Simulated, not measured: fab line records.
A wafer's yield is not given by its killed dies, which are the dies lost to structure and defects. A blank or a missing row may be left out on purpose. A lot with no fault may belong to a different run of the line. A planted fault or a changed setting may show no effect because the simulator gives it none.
Which of the tools did it? + flow ritCmos + 7 lots, 21 wafers sampled, at 2 steps of a route of 202

== WHAT EACH GAUGE READ, for each wafer ==
RIT_CONTACT_CD_MEAS_08: the cd target is 1000 nm.
| lot  | measured    | on       | cdNm (nm)            |
|------|-------------|----------|----------------------|
| L701 | day 3 13:10 | cdSem-02 | 1001.4 1001.6 1001.5 |
| L703 | day 3 19:41 | cdSem-02 | 1000.7 1000.0 1001.3 |
| L705 | day 4 09:16 | cdSem-02 | 1001.5 1001.8 998.4  |
| L707 | day 4 15:08 | cdSem-02 | 999.3 998.8 999.3    |
| L710 | day 5 06:58 | cdSem-02 | 997.4 1001.5 998.3   |
| L715 | day 6 09:45 | cdSem-02 | 985.3 985.3 984.8    |
| L722 | day 7 19:52 | cdSem-01 | 999.6 997.6 998.4    |

== EACH LOT AND THE TOOL THAT RAN IT (in order: tool; ch and the chambers of the sampled wafers; start) ==
| lot  | RIT_CONTACT_DEVELOP_07          |
|------|---------------------------------|
| L701 | lithoTrack-03 ch 0, day 3 12:00 |
| L703 | lithoTrack-01 ch 0, day 3 19:00 |
| L705 | lithoTrack-01 ch 0, day 4 09:00 |
| L707 | lithoTrack-04 ch 0, day 4 14:00 |
| L710 | lithoTrack-04 ch 0, day 5 06:00 |
| L715 | lithoTrack-01 ch 0, day 6 09:00 |
| L722 | lithoTrack-04 ch 0, day 7 19:00 |
- RIT_CONTACT_DEVELOP_07: develop time 120 s.

== THE ANSWER, worked out from the rows above alone ==
Rule: the usual values come from the lots themselves. The widest of any qualifying gaps counts: lots, ordered by their means at a reading, are off when they make up no more than a third of the lots, leave a main group of 4 or more, and stand apart from it by 3 or more times the standard deviation of that group's means. A main group whose means are all the same, to the digits that the tables above print for the reading, isn't used. Also off: a lot with no number at a reading for which 4 or more lots have one. Where the step has rows for the other lots, those lots are counted as sound.
Off at RIT_CONTACT_CD_MEAS_08 (cdNm): L715. Main group: mean 999.9 nm, sd 1.1.
A tool fits if, at a process step before that reading, it ran every lot that is off, and no sound lot after the first of them. Those tools and the gauges at RIT_CONTACT_CD_MEAS_08 are tried in the same way. Can't be told from this: 2 tools fit, lithoTrack-01 at RIT_CONTACT_DEVELOP_07, cdSem-02 at RIT_CONTACT_CD_MEAS_08.

== WHAT WAS PUT IN BY THE SIMULATOR ==
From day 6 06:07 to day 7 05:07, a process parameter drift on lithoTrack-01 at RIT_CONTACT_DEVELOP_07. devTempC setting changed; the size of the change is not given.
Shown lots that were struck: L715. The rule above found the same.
